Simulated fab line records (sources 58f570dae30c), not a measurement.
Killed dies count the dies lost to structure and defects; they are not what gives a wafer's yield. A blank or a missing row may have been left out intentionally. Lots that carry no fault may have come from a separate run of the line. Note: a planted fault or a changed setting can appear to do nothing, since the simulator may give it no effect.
2 desks looking at one fault | flow berkeley_cmos170 | each desk holds nothing but its own numbers, with what lay behind them at the end

## AT THE TOOL OWNER'S DESK: rie_diel-03
The tool's own readings at UCB170_V2_ETCH_14 (etches SiO2 in CHF3/CF4/Ar, stops on Al, target depth 1250 nm, time 291 s): means of the sampled wafers that have a number, for each lot that ran on this tool. A lot is out of limits, marked OUT, if its mean lies more than 4 standard deviations from the usual mean; the brackets give that distance.
Columns: A = drypump_motor_current_A at UCB170_V2_ETCH_14, usual 5.6 A; B = oes_product_au at UCB170_V2_ETCH_14, usual 0.875 a.u.; C = rf_fwd_power_W at UCB170_V2_ETCH_14, usual 698.2 W; D = throttle_valve_pct at UCB170_V2_ETCH_14, usual 6.92 %
lot  | first seen here | A   | B     | C               | D
L432 | day 8 23:48     | 6.1 | 0.872 | 696.0           | 6.92
L435 | day 9 11:35     | 6.0 | 0.868 | 697.5           | 6.95
L438 | day 9 21:37     | 5.9 | 0.885 | 700.0           | 6.99
L445 | day 12 03:23    | 5.9 | 0.869 | 790.7 (+44) OUT | 6.91
This desk's finding: out of limits on L445; first on L445, day 12 03:23 (rf_fwd_power_W at UCB170_V2_ETCH_14). L432, L435, L438: within limits.

## AT THE METROLOGY DESK
Lot by lot, what the gauges showed, no matter which tool ran the lot: averages of those sampled wafers that carry a number. A lot is out of limits, marked OUT, if its mean lies more than 4 standard deviations from the usual mean; the brackets give that distance.
Columns: A = cd_nm at UCB170_M2_CD_MEAS_15, usual 699.6 nm; B = V2_POLISHED_THK at UCB170_V2_THK_MEAS_04, usual 1000.0 nm; C = cd_nm at UCB170_V2_CD_MEAS_90, usual 700.3 nm; D = M3_AL_RS at UCB170_M3_RS_MEAS_02, usual 0.03229 ohm/sq
lot  | first seen here | A     | B      | C     | D
L431 | day 8 19:10     | 699.1 | 999.2  | 700.6 | 0.03232
L432 | day 8 19:35     | 698.7 | 1000.5 | 700.4 | 0.03174
L434 | day 9 07:34     | 702.7 | 1001.2 | 698.2 | 0.03256
L435 | day 9 07:50     | 700.5 | 1000.3 | 700.5 | 0.03206
L438 | day 9 18:56     | 698.6 | 1000.3 | 701.8 | 0.03227
L436 | day 9 19:17     | 701.7 | 999.5  | 702.5 | 0.03214
L442 | day 11 01:07    | 699.6 | 1000.8 | 699.6 | 0.03242
L445 | day 12 00:41    | 700.1 | 999.6  | 702.4 | 0.03199
L446 | day 12 02:29    | 699.0 | 999.6  | 702.0 | 0.03200
L449 | day 12 11:20    | 701.1 | 1000.3 | 702.3 | 0.03220
L448 | day 12 12:40    | 700.9 | 998.9  | 699.3 | 0.03229
L452 | day 12 23:17    | 700.8 | 999.6  | 701.5 | 0.03226
L454 | day 13 00:59    | 697.5 | 1000.1 | 700.5 | 0.03229
Finding of this desk: none of the 13 lots has anything out of limits.

## TAKEN TOGETHER
On L445, at day 12 03:23, an alarm was possible from the tool owner's desk.
Metrology desk: nothing out of limits seen.
The metrology desk has L445 on record, within its limits.
Of the lots named, all ran UCB170_V2_ETCH_14 on rie_diel-03.

## WHAT THE SIMULATOR HAD INSERTED
rie_diel-03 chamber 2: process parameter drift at UCB170_V2_ETCH_14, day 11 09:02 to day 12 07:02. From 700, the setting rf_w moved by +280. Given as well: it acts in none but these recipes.
Struck lots among those shown: L445.
Each desk's first reading out of limits, in hours after the fault started: the tool owner's desk, 18.
